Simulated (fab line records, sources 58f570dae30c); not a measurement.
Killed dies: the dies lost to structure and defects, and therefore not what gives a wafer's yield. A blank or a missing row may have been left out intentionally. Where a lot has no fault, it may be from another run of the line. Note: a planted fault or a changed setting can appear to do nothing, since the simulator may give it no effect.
What tool caused it? :: flow berkeley-cmos170 :: 14 lots with 42 wafers sampled at 6 steps, on a route of 331 steps

WHAT THE GAUGES READ, wafer by wafer
UCB170_PLDD_OVL_MEAS_07.
lot: L772
measured: day 7 06:34
on: overlay-02
PLDD_OVL (nm): 0 -1 -2

lot: L773
measured: day 7 06:49
on: overlay-01
PLDD_OVL (nm): -2 -7 -3

lot: L775
measured: day 7 15:02
on: overlay-01
PLDD_OVL (nm): -1 -3 0

lot: L780
measured: day 8 19:40
on: overlay-01
PLDD_OVL (nm): 6 -1 -3

lot: L779
measured: day 8 19:40
on: overlay-02
PLDD_OVL (nm): 3 -6 -12

lot: L778
measured: day 8 19:56
on: overlay-01
PLDD_OVL (nm): 5 5 -2

lot: L783
measured: day 10 04:01
on: overlay-02
PLDD_OVL (nm): -8 5 -5

lot: L784
measured: day 10 03:56
on: overlay-01
PLDD_OVL (nm): -10 -7 -6

lot: L782
measured: day 10 04:13
on: overlay-02
PLDD_OVL (nm): 3 -1 2

lot: L789
measured: day 11 01:26
on: overlay-01
PLDD_OVL (nm): -8 -12 -8

lot: L791
measured: day 11 14:13
on: overlay-01
PLDD_OVL (nm): -1 0 7

lot: L793
measured: day 12 03:20
on: overlay-01
PLDD_OVL (nm): -3 -1 -9

lot: L794
measured: day 12 14:29
on: overlay-01
PLDD_OVL (nm): -2 0 -7

lot: L795
measured: day 12 14:44
on: overlay-01
PLDD_OVL (nm): 1 4 -5

UCB170_PLDD_TW_MEAS_11.
lot: L772
measured: day 7 07:01
on: film-metro-01
PLDD_TW: 1015 1013 1014

lot: L773
measured: day 7 07:16
on: film-metro-03
PLDD_TW: 1020 1015 1023

lot: L775
measured: day 7 15:28
on: film-metro-02
PLDD_TW: 1000 996 1003

lot: L780
measured: day 8 20:08
on: film-metro-01
PLDD_TW: 1004 1008 999

lot: L779
measured: day 8 20:09
on: film-metro-02
PLDD_TW: 1005 1005 1008

lot: L778
measured: day 8 20:23
on: film-metro-01
PLDD_TW: 1007 1008 1004

lot: L783
measured: day 10 04:29
on: film-metro-02
PLDD_TW: 1002 1000 1002

lot: L784
measured: day 10 04:22
on: film-metro-01
PLDD_TW: 1014 1016 1012

lot: L782
measured: day 10 04:45
on: film-metro-01
PLDD_TW: 1006 1008 1011

lot: L789
measured: day 11 01:52
on: film-metro-02
PLDD_TW: 926 932 932

lot: L791
measured: day 11 14:40
on: film-metro-03
PLDD_TW: 934 938 935

lot: L793
measured: day 12 03:46
on: film-metro-01
PLDD_TW: 1002 1009 1007

lot: L794
measured: day 12 14:55
on: film-metro-02
PLDD_TW: 1002 1003 1005

lot: L795
measured: day 12 15:11
on: film-metro-01
PLDD_TW: 1007 1000 1007

UCB170_NLDD_CD_MEAS_06 targets a cd of 1200 nm.
lot: L772
measured: day 7 08:49
on: cd-sem-01
cd-nm (nm): 1199.8 1199.9 1199.8

lot: L773
measured: day 7 09:07
on: cd-sem-01
cd-nm (nm): 1200.2 1200.1 1199.9

lot: L775
measured: day 7 16:33
on: cd-sem-01
cd-nm (nm): 1201.6 1200.8 1201.3

lot: L780
measured: day 8 21:26
on: cd-sem-01
cd-nm (nm): 1203.2 1203.5 1202.9

lot: L779
measured: day 8 21:40
on: cd-sem-02
cd-nm (nm): 1201.1 1202.2 1201.2

lot: L778
measured: day 8 22:09
on: cd-sem-01
cd-nm (nm): 1198.2 1199.5 1199.3

lot: L783
measured: day 10 06:59
on: cd-sem-02
cd-nm (nm): 1200.3 1201.1 1200.4

lot: L784
measured: day 10 06:43
on: cd-sem-02
cd-nm (nm): 1200.3 1199.4 1199.5

lot: L782
measured: day 10 07:16
on: cd-sem-01
cd-nm (nm): 1202.2 1202.2 1201.4

lot: L789
measured: day 11 03:06
on: cd-sem-01
cd-nm (nm): 1201.1 1201.8 1201.0

lot: L791
measured: day 11 16:50
on: cd-sem-02
cd-nm (nm): 1201.5 1201.3 1201.1

lot: L793
measured: day 12 05:03
on: cd-sem-02
cd-nm (nm): 1198.0 1199.0 1198.0

lot: L794
measured: day 12 16:01
on: cd-sem-02
cd-nm (nm): 1203.4 1202.1 1201.7

lot: L795
measured: day 12 16:19
on: cd-sem-01
cd-nm (nm): 1199.7 1199.6 1199.5

UCB170_SDANNEAL_RS_MEAS_04: measures by four-point-probe.
lot: L772
measured: day 7 21:37
on: film-metro-02
PLDD_RS (ohm/sq): 1027.9 1028.1 1031.4

lot: L773
measured: day 7 21:17
on: film-metro-03
PLDD_RS (ohm/sq): 1029.3 1034.4 1031.6

lot: L775
measured: day 8 06:58
on: film-metro-03
PLDD_RS (ohm/sq): 1029.8 1032.7 1031.6

lot: L780
measured: day 9 13:40
on: film-metro-03
PLDD_RS (ohm/sq): 1034.4 1033.4 1037.8

lot: L779
measured: day 9 13:57
on: film-metro-01
PLDD_RS (ohm/sq): 1030.3 1034.4 1033.0

lot: L778
measured: day 9 14:11
on: film-metro-02
PLDD_RS (ohm/sq): 1030.5 1031.2 1033.5

lot: L783
measured: day 10 18:01
on: film-metro-02
PLDD_RS (ohm/sq): 1029.3 1034.0 1033.7

lot: L784
measured: day 10 18:24
on: film-metro-03
PLDD_RS (ohm/sq): 1029.1 1029.2 1028.7

lot: L782
measured: day 10 18:56
on: film-metro-03
PLDD_RS (ohm/sq): 1034.2 1032.6 1030.1

lot: L789
measured: day 11 17:17
on: film-metro-02
PLDD_RS (ohm/sq): 1257.0 1258.8 1261.5

lot: L791
measured: day 12 07:19
on: film-metro-01
PLDD_RS (ohm/sq): 1258.8 1261.4 1257.0

lot: L793
measured: day 12 17:38
on: film-metro-01
PLDD_RS (ohm/sq): 1034.6 1034.4 1032.3

lot: L794
measured: day 13 02:48
on: film-metro-02
PLDD_RS (ohm/sq): 1032.1 1030.3 1030.7

lot: L795
measured: day 13 03:44
on: film-metro-03
PLDD_RS (ohm/sq): 1025.1 1028.7 1026.7

TOOL THAT RAN EACH LOT (tool first, then ch and the chambers of the sampled wafers, then the start)
lot: L772
UCB170_GATE_ETCH_15: rie-si-01 ch 1,2, day 7 04:57
UCB170_PLDD_IMPLANT_09: implanter-01 ch 0, day 7 06:47

lot: L773
UCB170_GATE_ETCH_15: rie-si-02 ch 0,1,3, day 7 05:09
UCB170_PLDD_IMPLANT_09: implanter-03 ch 0, day 7 07:02

lot: L775
UCB170_GATE_ETCH_15: rie-si-01 ch 0,1,3, day 7 13:37
UCB170_PLDD_IMPLANT_09: implanter-04 ch 0, day 7 15:14

lot: L780
UCB170_GATE_ETCH_15: rie-si-02 ch 2,3, day 8 17:14
UCB170_PLDD_IMPLANT_09: implanter-01 ch 0, day 8 19:53

lot: L779
UCB170_GATE_ETCH_15: rie-si-01 ch 0,1, day 8 17:48
UCB170_PLDD_IMPLANT_09: implanter-03 ch 0, day 8 19:51

lot: L778
UCB170_GATE_ETCH_15: rie-si-02 ch 0,1,2, day 8 17:57
UCB170_PLDD_IMPLANT_09: implanter-04 ch 0, day 8 20:08

lot: L783
UCB170_GATE_ETCH_15: rie-si-02 ch 1,2, day 10 00:51
UCB170_PLDD_IMPLANT_09: implanter-01 ch 0, day 10 04:15

lot: L784
UCB170_GATE_ETCH_15: rie-si-01 ch 0,2,3, day 10 00:59
UCB170_PLDD_IMPLANT_09: implanter-03 ch 0, day 10 04:08

lot: L782
UCB170_GATE_ETCH_15: rie-si-02 ch 1,2,3, day 10 01:14
UCB170_PLDD_IMPLANT_09: implanter-03 ch 0, day 10 04:29

lot: L789
UCB170_GATE_ETCH_15: rie-si-01 ch 0,1, day 10 23:15
UCB170_PLDD_IMPLANT_09: implanter-04 ch 0, day 11 01:38

lot: L791
UCB170_GATE_ETCH_15: rie-si-01 ch 1,2,3, day 11 11:08
UCB170_PLDD_IMPLANT_09: implanter-04 ch 0, day 11 14:25

lot: L793
UCB170_GATE_ETCH_15: rie-si-02 ch 1,3, day 12 01:30
UCB170_PLDD_IMPLANT_09: implanter-03 ch 0, day 12 03:31

lot: L794
UCB170_GATE_ETCH_15: rie-si-01 ch 2,3, day 12 12:58
UCB170_PLDD_IMPLANT_09: implanter-03 ch 0, day 12 14:40

lot: L795
UCB170_GATE_ETCH_15: rie-si-02 ch 1,2,3, day 12 13:16
UCB170_PLDD_IMPLANT_09: implanter-01 ch 0, day 12 14:58
- UCB170_GATE_ETCH_15: etches poly-Si in HBr/Cl2, stops on SiO2, time 56.3 s, target depth 278.2 nm.
- UCB170_PLDD_IMPLANT_09

AS READ BY THE TOOLS THEMSELVES (means over the sampled wafers that have a number; for cases with no such wafer, the mark the record gives instead)
UCB170_GATE_ETCH_15.
lot: L772
tool: rie-si-01
drypump-motor-current-A (A): 6.4
oes-product-au (a.u.): 0.816
throttle-valve-pct (%): 26.42

lot: L773
tool: rie-si-02
drypump-motor-current-A (A): 5.7
oes-product-au (a.u.): 0.836
throttle-valve-pct (%): 26.55

lot: L775
tool: rie-si-01
drypump-motor-current-A (A): 6.1
oes-product-au (a.u.): 0.831
throttle-valve-pct (%): 26.44

lot: L780
tool: rie-si-02
drypump-motor-current-A (A): 5.1
oes-product-au (a.u.): 0.850
throttle-valve-pct (%): 26.43

lot: L779
tool: rie-si-01
drypump-motor-current-A (A): 5.7
oes-product-au (a.u.): 0.832
throttle-valve-pct (%): 26.56

lot: L778
tool: rie-si-02
drypump-motor-current-A (A): 5.5
oes-product-au (a.u.): 0.840
throttle-valve-pct (%): 26.43

lot: L783
tool: rie-si-02
drypump-motor-current-A (A): 5.3
oes-product-au (a.u.): 0.844
throttle-valve-pct (%): 26.28

lot: L784
tool: rie-si-01
drypump-motor-current-A (A): 5.8
oes-product-au (a.u.): 0.823
throttle-valve-pct (%): 26.44

lot: L782
tool: rie-si-02
drypump-motor-current-A (A): 5.5
oes-product-au (a.u.): 0.850
throttle-valve-pct (%): 26.37

lot: L789
tool: rie-si-01
drypump-motor-current-A (A): 5.8
oes-product-au (a.u.): 0.836
throttle-valve-pct (%): 26.57

lot: L791
tool: rie-si-01
drypump-motor-current-A (A): 6.3
oes-product-au (a.u.): 0.837
throttle-valve-pct (%): 26.41

lot: L793
tool: rie-si-02
drypump-motor-current-A (A): 5.9
oes-product-au (a.u.): 0.831
throttle-valve-pct (%): 26.29

lot: L794
tool: rie-si-01
drypump-motor-current-A (A): 6.1
oes-product-au (a.u.): 0.849
throttle-valve-pct (%): 26.45

lot: L795
tool: rie-si-02
drypump-motor-current-A (A): 5.5
oes-product-au (a.u.): 0.841
throttle-valve-pct (%): 26.36

UCB170_PLDD_IMPLANT_09.
lot: L772
tool: implanter-01
dose-ions-cm2: 5e+13
faraday-current-uA: 158

lot: L773
tool: implanter-03
dose-ions-cm2: 5e+13
faraday-current-uA: 159

lot: L775
tool: implanter-04
dose-ions-cm2: 5e+13
faraday-current-uA: 158

lot: L780
tool: implanter-01
dose-ions-cm2: 5e+13
faraday-current-uA: 161

lot: L779
tool: implanter-03
dose-ions-cm2: 5e+13
faraday-current-uA: 159

lot: L778
tool: implanter-04
dose-ions-cm2: 5e+13
faraday-current-uA: 158

lot: L783
tool: implanter-01
dose-ions-cm2: 5e+13
faraday-current-uA: 157

lot: L784
tool: implanter-03
dose-ions-cm2: 5e+13
faraday-current-uA: 162

lot: L782
tool: implanter-03
dose-ions-cm2: 5e+13
faraday-current-uA: 161

lot: L789
tool: implanter-04
dose-ions-cm2: 3e+13
faraday-current-uA: 89

lot: L791
tool: implanter-04
dose-ions-cm2: 3e+13
faraday-current-uA: 88

lot: L793
tool: implanter-03
dose-ions-cm2: 5e+13
faraday-current-uA: 156

lot: L794
tool: implanter-03
dose-ions-cm2: 5e+13
faraday-current-uA: 159

lot: L795
tool: implanter-01
dose-ions-cm2: 5e+13
faraday-current-uA: 157

THE ANSWER, worked out from the rows above alone
Rule: the usual values come from the lots themselves. The widest of any qualifying gaps counts: lots, ordered by their means at a reading, are off when they make up no more than a third of the lots, leave a main group of 4 or more, and stand apart from it by 3 or more times the standard deviation of that group's means. The tables above print the reading to a certain number of digits; a main group whose means all agree to those digits is not used. A lot without any number at a reading at which 4 lots or more have one is off too. The other lots that the step has rows for count as sound. First the gauges in route order, then the tools' own readings, where a lot's mean is used as printed above. The first step at which some lot is off is used, and at that step the reading that is off furthest; a lot without a number counts as furthest.
Off: L789, L791, at UCB170_PLDD_TW_MEAS_11 (PLDD_TW). Main group: mean 1007, sd 5.5.
If a tool, at a process step before that reading, ran all the lots that are off and no sound lot after the first of them, it fits. The gauges at UCB170_PLDD_TW_MEAS_11 aren't tried: what is off there is off at UCB170_PLDD_IMPLANT_09 too, on other tools, and a gauge's error can't cause that. One fits: UCB170_PLDD_IMPLANT_09 on implanter-04. A fault onset in the window from L778 (day 8 20:08, its last sound lot) to L789 (day 11 01:38, its first lot off) fits.
The tool's own readings at UCB170_PLDD_IMPLANT_09 bear it out: on the lots that are off they differ by more than 5 times the standard deviation of the sound lots' means. dose-ions-cm2 reads 3e+13 there against 5e+13 on the sound lots; faraday-current-uA reads 88 there against 159 on the sound lots.

WHAT HAD BEEN PUT IN BY THE SIMULATOR
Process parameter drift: implanter-04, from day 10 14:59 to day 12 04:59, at UCB170_PLDD_IMPLANT_09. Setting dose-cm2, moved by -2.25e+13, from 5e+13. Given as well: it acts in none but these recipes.
Shown lots that were struck: L789, L791. The rule above found the same.
